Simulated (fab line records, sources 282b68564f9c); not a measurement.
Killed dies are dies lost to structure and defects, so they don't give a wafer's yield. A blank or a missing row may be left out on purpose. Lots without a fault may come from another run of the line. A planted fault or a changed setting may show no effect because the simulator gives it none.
Split-lot experiment | flow rit_cmos | 5 lots, 23 wafers read, on a route of 202 steps

THE SPLIT
At RIT_PRETRO_SOFTBAKE_02 (time 60 s), the setting temp_c was moved away from the recipe's 90 C on 11 of the 23 wafers read, by -3.8% to -2.0%. The other wafers ran this setting at the recipe's value.

FROM THE SPLIT TO THE READING: what the file shows between them, 2 steps
- RIT_PRETRO_EXPOSE_03: exposes mask M5, target cd 43700 nm
- RIT_PRETRO_PEB_04

THE READING
NOVOLAK_of_PRETRO_COAT_01.thk_nm (the simulator's own value, which no gauge read), in nm, at RIT_PRETRO_DEVELOP_05 (develop time 68 s). The file gives no usual value for it. The 12 wafers here that ran the recipe average 1300 nm, standard deviation 4.2 nm.

wafer  | tool, chamber at the split | temp_c as run, C | against the recipe | NOVOLAK_of_PRETRO_COAT_01.thk_nm, nm | against lot-mates on the recipe
L074.2 | litho_track-04, 0          | 90               | recipe             | 1299                                 | -
L074.3 | litho_track-04, 0          | 90               | recipe             | 1298                                 | -
L074.4 | litho_track-04, 0          | 88               | -2.2%              | 1303                                 | +4
L074.5 | litho_track-04, 0          | 88               | -2.2%              | 1306                                 | +8
L074.6 | litho_track-04, 0          | 88               | -2.2%              | 1306                                 | +8
L076.2 | litho_track-01, 0          | 90               | recipe             | 1305                                 | -
L076.3 | litho_track-01, 0          | 90               | recipe             | 1306                                 | -
L076.4 | litho_track-01, 0          | 90               | recipe             | 1308                                 | -
L076.5 | litho_track-01, 0          | 88.16            | -2.0%              | 1314                                 | +8
L076.6 | litho_track-01, 0          | 88.16            | -2.0%              | 1310                                 | +4
L081.1 | litho_track-04, 0          | 90               | recipe             | 1305                                 | -
L081.2 | litho_track-04, 0          | 87.93            | -2.3%              | 1308                                 | +6
L081.3 | litho_track-04, 0          | 87.93            | -2.3%              | 1309                                 | +7
L081.4 | litho_track-04, 0          | 87.93            | -2.3%              | 1311                                 | +9
L081.5 | litho_track-04, 0          | 90               | recipe             | 1299                                 | -
L083.1 | litho_track-03, 0          | 90               | recipe             | 1295                                 | -
L083.2 | litho_track-03, 0          | 90               | recipe             | 1299                                 | -
L083.5 | litho_track-03, 0          | 90               | recipe             | 1297                                 | -
L085.2 | litho_track-03, 0          | 86.6             | -3.8%              | 1310                                 | +12
L085.3 | litho_track-03, 0          | 90               | recipe             | 1300                                 | -
L085.4 | litho_track-03, 0          | 86.6             | -3.8%              | 1308                                 | +10
L085.5 | litho_track-03, 0          | 86.6             | -3.8%              | 1306                                 | +8
L085.6 | litho_track-03, 0          | 90               | recipe             | 1295                                 | -

THE FIT
A straight line over all 23 wafers: NOVOLAK_of_PRETRO_COAT_01.thk_nm changes by -2.54 nm for each +1% of temp_c; r = -0.67; the points scatter about the line by 4.1 nm.
The same after taking each lot's own level away (the mean of its wafers on the recipe; 23 wafers): -2.86 nm for each +1%; r = -0.91; scatter 1.9 nm.
On that fit, the largest move of temp_c shifts the reading by 11 nm.
The lots' own levels span 1297.0 to 1306.3 nm, that is 2.2 times the standard deviation above.
So the lot-to-lot level blurs the effect unless lot-mates are compared.
Check: with one of the wafers moved furthest among these (-3.8%) left out of the fit, the line predicts +10.5 nm for it against its lot-mates. It came out at +12.5 nm against them.

OTHER SPLITS ON THESE WAFERS
These wafers also went through other splits before the reading. Each is held against what the fit with the lots' levels taken away leaves over:
other split on the same wafers      | wafers away from the commonest value | r with NOVOLAK_of_PRETRO_COAT_01.thk_nm (lot level and that fit taken away)
RIT_ACTIVE_CVD_03 sih2cl2_flow_sccm | 15                                   | -0.02
RIT_ACTIVE_COAT_06 resist_thk_nm    | 6                                    | +0.29
RIT_FOX1_OXIDATION_00 ox_time_s     | 18                                   | +0.05
RIT_NWELL_IMPLANT_08 energy_kev     | 9                                    | -0.32
RIT_NRETRO_COAT_01 resist_thk_nm    | 12                                   | -0.47
RIT_NRETRO_IMPLANT_08 energy_kev    | 11                                   | +0.09

THE FILE'S OWN FIT
NOVOLAK_of_PRETRO_COAT_01.thk_nm changes by -2.89 nm for each +1% of temp_c, r = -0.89.
